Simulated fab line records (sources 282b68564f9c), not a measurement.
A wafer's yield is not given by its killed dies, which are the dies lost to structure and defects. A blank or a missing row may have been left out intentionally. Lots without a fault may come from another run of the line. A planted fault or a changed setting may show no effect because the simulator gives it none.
A lot that was struck, set against a sound lot    flow rit cmos    15 out of 202 route steps
Sound: these wafers, L383.2, L383.3, L383.6. Struck: wafers L393.3, L393.5, L393.6. At the end, the cause is stated.
Order at every step that has rows: each side's tool, ch and its chambers, its first start. Under that, the readings that differ: sound wafers    struck wafers    difference of the means    sigmas: that difference in standard deviations of wafers without a fault.
alike: words and numbers the same on both sides, and readings whose means are apart by under 2 such deviations; not compared: readings that were withheld, readings missing a value for some wafer, numbers with overlapping values and no deviation given by the record, and bounds like >300 which may hide the same value.
A row with sigmas, a row that says differs or no value, or rows on one side alone: a step with any of these is where the two part. Numbers that have no deviation but don't overlap get no sigmas and don't part them. Lack of a reading on every wafer of one side parts them only where that side has two or more wafers.

first, 5 steps without rows for these wafers: RIT_M1_COAT_04 (resist thk 1300 nm); RIT_M1_SOFTBAKE_05 (time 60 s); RIT_M1_EXPOSE_06 (exposes mask M12, target cd 2600 nm); RIT_M1_PEB_07; RIT_M1_DEVELOP_08 (develop time 68 s).
RIT_M1_CD_MEAS_09 targets a cd of 2600 nm.
  sound on cd sem-01 at day 4 07:05; struck on cd sem-01 at day 6 16:34
  alike: cd nm
RIT_M1_OVL_MEAS_10:
  sound on overlay-01 at day 4 07:12; struck on overlay-01 at day 6 16:39
  alike: M1_OVL
then, 1 step without rows for these wafers: RIT_M1_HARDBAKE_11 (time 120 s).
RIT_M1_METAL_ETCH_12: etches Al in Cl2/BCl3, stops on SiO2, time 168.9 s, target depth 600 nm.
  sound on rie metal-02 ch 0,1, day 4 07:29; struck on rie metal-01 ch 0,1, day 6 16:59
  alike: drypump motor current A, oes product au, throttle valve pct
  not compared: rf hours counter h
then, 1 step without rows for these wafers: RIT_M1_STRIP_13 (strips in nmp, time 600 s).
RIT_M1_STRIP_14: strips in O2, time 180 s.
  sound on plasma asher-04 ch 0,1, day 4 07:49; struck on plasma asher-03 ch 0,1, day 6 17:30
  alike: drypump motor current A
  not compared: rf hours counter h
RIT_M1_CD_MEAS_90 targets a cd of 2600 nm.
  sound on cd sem-02 at day 4 08:01; struck on cd sem-01 at day 6 17:39
  alike: cd nm
RIT_M1_ANNEAL_15: time 1842 s.
  sound on furnace-02 ch 0, day 4 08:07; struck on furnace-02 ch 0, day 6 17:44
reading                    sound                 struck                difference  sigmas
spike tc centre C (C)      452.3 450.6 452.1     391.2 392.1 392.0     -59.9       -61
spike tc load C (C)        470.7 471.9 469.8     409.3 410.4 412.0     -60.2       -60
spike tc source C (C)      466.9 467.6 465.8     405.5 404.9 404.2     -61.9       -68
tube center temp C (C)     449.97 449.94 450.02  390 390.02 389.99     -60         -99 or more
tube_center_temp_C_max     451.03 451.38 451.25  391.50 391.20 391.33  -59.88      -99 or more
zone power centre pct (%)  20.31 20.74 20.27     17.12 17.37 17.09     -3.25       -14
zone power load pct (%)    6.28 6.35 6.24        4.98 4.92 4.99        -1.33       -20
zone power source pct (%)  7.99 8.01 8.18        6.27 6.35 6.40        -1.72       -22
RIT_M1_BOW_MEAS_16:
  sound on film metro-01 at day 4 09:38; struck on film metro-03 at day 6 19:16
  alike: M1_BOW
RIT_M1_PROBE_99:
  sound on prober-02 at day 4 09:47; struck on prober-02 at day 6 19:27
reading                           sound              struck             difference  sigmas
model.etest.contact ppoly.rc ohm  1.387 1.4 1.413    2.742 2.754 2.75   +1.349      
model.etest.contact nplus.rc ohm  1.45 1.43 1.379    2.709 2.685 2.783  +1.306      
model.etest.contact npoly.rc ohm  1.391 1.394 1.386  2.75 2.712 2.701   +1.33       
model.etest.contact pplus.rc ohm  1.473 1.413 1.388  2.664 2.662 2.607  +1.220      
  alike: defect limited yield, killed at contacts, killed at front end, killed dies, killed on rim, killed open, killed short, sort_bin_3_pad_short, sort_bin_5_function, sort_bin_6_memory, sort n pass, sort yield pct
  not compared: model.etest.nmos_0p15.junction log10 a um

== WHERE THEY PART ==
At RIT_M1_ANNEAL_15 and nowhere else, as far as this record goes. Later steps at which nothing parts them and some readings are alike: RIT_M1_BOW_MEAS_16, RIT_M1_PROBE_99.

WHY: what the simulator had put in
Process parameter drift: furnace-02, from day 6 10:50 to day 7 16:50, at RIT_M1_ANNEAL_15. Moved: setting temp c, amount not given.
